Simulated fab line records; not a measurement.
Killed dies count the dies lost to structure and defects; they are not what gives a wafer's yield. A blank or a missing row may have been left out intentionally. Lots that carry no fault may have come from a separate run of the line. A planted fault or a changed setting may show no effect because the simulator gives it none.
Which tool did it? + flow berkeley-cmos170 + 14 lots with 42 wafers sampled at 4 steps, on a route of 331 steps

== WHAT THE GAUGES READ, wafer by wafer ==
UCB170_M1_CD_MEAS_90: target cd 700 nm.
| lot  | measured     | on        | cd-nm (nm)        |
|------|--------------|-----------|-------------------|
| L533 | day 6 23:43  | cd-sem-01 | 697.4 696.1 697.5 |
| L534 | day 6 23:53  | cd-sem-02 | 692.6 696.0 697.2 |
| L535 | day 7 12:29  | cd-sem-01 | 702.1 699.6 697.2 |
| L537 | day 7 12:55  | cd-sem-02 | 692.3 700.0 691.5 |
| L538 | day 7 13:09  | cd-sem-01 | 695.1 697.3 695.6 |
| L536 | day 7 13:52  | cd-sem-02 | 699.1 699.0 701.9 |
| L539 | day 8 01:26  | cd-sem-01 | 696.6 696.1 695.2 |
| L543 | day 9 05:20  | cd-sem-01 | 702.1 701.4 702.5 |
| L542 | day 9 07:10  | cd-sem-02 | 696.8 697.0 696.1 |
| L546 | day 10 03:40 | cd-sem-02 | 700.1 699.2 697.4 |
| L552 | day 11 10:44 | cd-sem-01 | 702.5 702.2 696.5 |
| L551 | day 11 11:26 | cd-sem-01 | 700.0 699.6 695.1 |
| L554 | day 11 15:13 | cd-sem-02 | 701.1 699.8 697.7 |
| L553 | day 11 15:31 | cd-sem-01 | 701.8 696.2 699.7 |

UCB170_V2_BOW_MEAS_03.
| lot  | measured     | on            | V2_BOW (um) |
|------|--------------|---------------|-------------|
| L533 | day 7 12:05  | film-metro-03 | 29 45 39    |
| L534 | day 7 12:22  | film-metro-04 | 27 32 38    |
| L535 | day 8 04:28  | film-metro-03 | 37 35 36    |
| L537 | day 8 04:40  | film-metro-01 | 42 31 39    |
| L538 | day 8 05:04  | film-metro-03 | 35 30 26    |
| L536 | day 8 04:44  | film-metro-04 | 19 34 41    |
| L539 | day 8 12:03  | film-metro-04 | 31 33 50    |
| L543 | day 9 16:35  | film-metro-01 | 44 27 35    |
| L542 | day 9 16:43  | film-metro-04 | 36 40 28    |
| L546 | day 10 14:37 | film-metro-03 | 33 35 52    |
| L552 | day 11 20:25 | film-metro-03 | 32 46 49    |
| L551 | day 11 20:59 | film-metro-01 | 43 35 41    |
| L554 | day 12 05:50 | film-metro-03 | 41 26 32    |
| L553 | day 12 06:07 | film-metro-04 | 37 41 29    |

== EACH LOT AND THE TOOL THAT RAN IT (in order: tool; ch and the chambers of the sampled wafers; start) ==
| lot  | UCB170_M2_HMDS_04                 | UCB170_V2_CMP_02              |
|------|-----------------------------------|-------------------------------|
| L533 | litho-track-03 ch 0, day 7 09:02  | cmp-01 ch 1,2,3, day 7 11:52  |
| L534 | litho-track-04 ch 0, day 7 09:20  | cmp-01 ch 1,2,3, day 7 12:07  |
| L535 | litho-track-02 ch 0, day 8 01:21  | cmp-02 ch 1,2, day 8 04:10    |
| L537 | litho-track-04 ch 0, day 8 01:29  | cmp-01 ch 0,2, day 8 04:22    |
| L538 | litho-track-02 ch 0, day 8 01:45  | cmp-01 ch 0,2, day 8 04:49    |
| L536 | litho-track-03 ch 0, day 8 01:41  | cmp-02 ch 0,1,2, day 8 04:25  |
| L539 | litho-track-02 ch 0, day 8 08:35  | cmp-01 ch 1,2,3, day 8 11:43  |
| L543 | litho-track-04 ch 0, day 9 13:31  | cmp-01 ch 2,3, day 9 16:16    |
| L542 | litho-track-03 ch 0, day 9 13:32  | cmp-02 ch 0,1,2, day 9 16:25  |
| L546 | litho-track-03 ch 0, day 10 11:31 | cmp-01 ch 0,1,2, day 10 14:22 |
| L552 | litho-track-02 ch 0, day 11 17:43 | cmp-02 ch 1,2,3, day 11 20:11 |
| L551 | litho-track-02 ch 0, day 11 18:10 | cmp-02 ch 0,1,3, day 11 20:40 |
| L554 | litho-track-04 ch 0, day 12 02:07 | cmp-02 ch 0,1,2, day 12 05:37 |
| L553 | litho-track-03 ch 0, day 12 02:21 | cmp-02 ch 2,3, day 12 05:52   |
- UCB170_M2_HMDS_04: prime time 60 s.
- UCB170_V2_CMP_02: polishes SiO2.

== WHAT THE TOOLS THEMSELVES READ (means of the sampled wafers that have a number; where no wafer has one, the mark that the record gives instead) ==
UCB170_M2_HMDS_04.
| lot  | tool           | exhaust-pa (Pa) | prime-temp-c (C) |
|------|----------------|-----------------|------------------|
| L533 | litho-track-03 | 45.3            | 99.82            |
| L534 | litho-track-04 | 45.6            | 99.97            |
| L535 | litho-track-02 | 44.0            | 99.99            |
| L537 | litho-track-04 | 45.5            | 99.93            |
| L538 | litho-track-02 | 45.6            | 99.92            |
| L536 | litho-track-03 | 43.2            | 99.98            |
| L539 | litho-track-02 | 45.1            | 100.16           |
| L543 | litho-track-04 | 45.1            | 99.99            |
| L542 | litho-track-03 | 45.8            | 99.93            |
| L546 | litho-track-03 | 45.2            | 100.15           |
| L552 | litho-track-02 | 45.1            | 104.99           |
| L551 | litho-track-02 | 44.9            | 105.07           |
| L554 | litho-track-04 | 45.0            | 100.01           |
| L553 | litho-track-03 | 46.1            | 99.89            |

UCB170_V2_CMP_02.
| lot  | tool   | edge-zone-pressure-frac | motor-current-A (A) |
|------|--------|-------------------------|---------------------|
| L533 | cmp-01 | 1.004                   | 14.7                |
| L534 | cmp-01 | 1.002                   | 15.1                |
| L535 | cmp-02 | 1.004                   | 16.0                |
| L537 | cmp-01 | 0.998                   | 15.9                |
| L538 | cmp-01 | 0.997                   | 15.9                |
| L536 | cmp-02 | 1.001                   | 15.5                |
| L539 | cmp-01 | 1.000                   | 14.8                |
| L543 | cmp-01 | 0.999                   | 13.9                |
| L542 | cmp-02 | 0.999                   | 14.8                |
| L546 | cmp-01 | 1.001                   | 15.7                |
| L552 | cmp-02 | 0.998                   | 15.9                |
| L551 | cmp-02 | 1.000                   | 15.6                |
| L554 | cmp-02 | 1.000                   | 15.7                |
| L553 | cmp-02 | 1.002                   | 14.3                |

== THE ANSWER, worked out from the rows above alone ==
Rule: usual is defined by the lots themselves. The widest of any qualifying gaps counts: lots, ordered by their means at a reading, are off when they make up no more than a third of the lots, leave a main group of 4 or more, and stand apart from it by 3 or more times the standard deviation of that group's means. A main group is skipped when, at the precision printed for the reading in the tables above, its means are all equal. A lot without any number at a reading at which 4 lots or more have one is off too. All remaining lots with rows at the step are treated as sound. Order of review: gauges by route order, followed by the tools' own readings, for which a lot's mean as printed above is used. The first step at which some lot is off is used, and at that step the reading that is off furthest; a lot without a number counts as furthest.
Off: L552, L551, at UCB170_M2_HMDS_04 (prime-temp-c). The main group: mean 99.98 C, standard deviation 0.093.
If a tool, at that step or one of the process steps before it, ran each lot that is off and ran no sound lot following the first of them, it fits. One fits: UCB170_M2_HMDS_04 on litho-track-02. A fault onset in the window from L539 (day 8 08:35, its last sound lot) to L552 (day 11 17:43, its first lot off) fits.
On the lots that are off, the tool's own readings at UCB170_M2_HMDS_04 differ by more than 5 times the standard deviation of the sound lots' means, which bears it out; prime-temp-c reads 105.03 C there versus 99.98 C on the sound lots.

== WHAT WAS PUT IN BY THE SIMULATOR ==
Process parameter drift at UCB170_M2_HMDS_04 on litho-track-02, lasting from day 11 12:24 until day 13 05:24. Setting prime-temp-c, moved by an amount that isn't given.
Lots struck among those shown: L552, L551. Same finding as the rule above.
